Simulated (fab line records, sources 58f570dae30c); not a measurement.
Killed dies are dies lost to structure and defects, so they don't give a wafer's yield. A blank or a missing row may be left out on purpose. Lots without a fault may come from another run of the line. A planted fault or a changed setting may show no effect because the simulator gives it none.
Tool commonality check | flow berkeley_cmos170 | 14 lots, 42 wafers sampled

WHY IT WAS OPENED
At UCB170_ACTIVE_THK_MEAS_03 the reading ACTIVE_OXIDE_THK is flagged on 2 of 14 lots. Wafers without a fault read 26.0 nm, standard deviation 0.53.
Rule: a lot is flagged when every wafer of it that has a number lies more than 4 standard deviations from that mean, or none has a number. The other lots count as sound.

lot  | measured    | on            | ACTIVE_OXIDE_THK (nm), wafer by wafer | flag
L598 | day 3 14:42 | film_metro-03 | 27.0 26.9 26.7                        |
L600 | day 4 12:43 | film_metro-01 | 25.7 25.7 26.1                        |
L602 | day 4 12:43 | film_metro-04 | 26.5 25.8 26.2                        |
L603 | day 5 01:17 | film_metro-04 | 25.9 25.9 25.5                        |
L604 | day 5 01:17 | film_metro-03 | 26.4 26.4 26.0                        |
L605 | day 5 01:21 | film_metro-04 | 25.3 25.4 25.1                        |
L606 | day 5 03:10 | film_metro-01 | 38.0 37.4 38.2                        | FLAGGED
L607 | day 5 09:26 | film_metro-04 | 25.7 24.7 25.6                        |
L608 | day 5 16:25 | film_metro-03 | 25.5 26.0 25.8                        |
L609 | day 6 02:00 | film_metro-04 | 25.3 25.7 26.0                        |
L616 | day 7 18:31 | film_metro-03 | 36.8 37.1 37.7                        | FLAGGED
L618 | day 8 02:29 | film_metro-01 | 26.8 26.6 26.4                        |
L619 | day 8 02:29 | film_metro-03 | 26.3 25.9 26.4                        |
L620 | day 8 12:20 | film_metro-01 | 26.8 26.2 26.3                        |
The numbers of the flagged lots are 37.5 nm on average: +11.5 nm against the usual, or +22 standard deviations.

WHICH TOOL RAN EACH LOT
The record holds 1 process step before the reading, out of a route of 331 steps. In each cell: the tool, then ch and the chambers that the sampled wafers went through, then the start.
lot  | flag    | UCB170_ACTIVE_OXIDATION_02
L598 |         | furnace-01 ch 0, day 3 13:21
L600 |         | furnace-02 ch 0, day 4 11:22
L602 |         | furnace-02 ch 0, day 4 11:22
L603 |         | furnace-02 ch 0, day 4 23:56
L604 |         | furnace-02 ch 0, day 4 23:56
L605 |         | furnace-02 ch 0, day 4 23:56
L606 | FLAGGED | furnace-02 ch 0, day 4 23:56 and furnace-01 ch 0, day 5 01:47
L607 |         | furnace-02 ch 0, day 5 08:05
L608 |         | furnace-01 ch 0, day 5 15:02
L609 |         | furnace-01 ch 0, day 6 00:38
L616 | FLAGGED | furnace-01 ch 0, day 7 14:33
L618 |         | furnace-03 ch 0, day 8 01:08
L619 |         | furnace-03 ch 0, day 8 01:08
L620 |         | furnace-03 ch 0, day 8 10:59
What these steps do:
- UCB170_ACTIVE_OXIDATION_02: target thk 26.4 nm, ox time 1260 s.
- UCB170_ACTIVE_THK_MEAS_03

FLAGGED OVER TOTAL, TOOL BY TOOL (the gauges that took the reading come last)
step                       | tool          | lots run | flagged | share of the flagged lots | sound lots run after its first flagged lot
UCB170_ACTIVE_OXIDATION_02 | furnace-01    | 5        | 2       | all                       | 2 (L608,L609)
UCB170_ACTIVE_OXIDATION_02 | furnace-02    | 7        | 1       | some                      | 1 (L607)
UCB170_ACTIVE_OXIDATION_02 | furnace-03    | 3        | 0       | none                      | -
UCB170_ACTIVE_THK_MEAS_03  | film_metro-01 | 4        | 1       | some                      | 2 (L618,L620)
UCB170_ACTIVE_THK_MEAS_03  | film_metro-03 | 5        | 1       | some                      | 1 (L619)
UCB170_ACTIVE_THK_MEAS_03  | film_metro-04 | 5        | 0       | none                      | -

WHAT THE TABLE ALLOWS
1 row of the table ran every flagged lot: furnace-01 at UCB170_ACTIVE_OXIDATION_02.
- furnace-01 at UCB170_ACTIVE_OXIDATION_02: 2 of its 5 lots flagged. Sound lots ran on it after the first flagged one (L608, L609), which a lasting fault on the whole tool wouldn't allow.
No row of the table ran every flagged lot and no sound lot after the first.

WHAT THE SIMULATOR HAD PUT IN
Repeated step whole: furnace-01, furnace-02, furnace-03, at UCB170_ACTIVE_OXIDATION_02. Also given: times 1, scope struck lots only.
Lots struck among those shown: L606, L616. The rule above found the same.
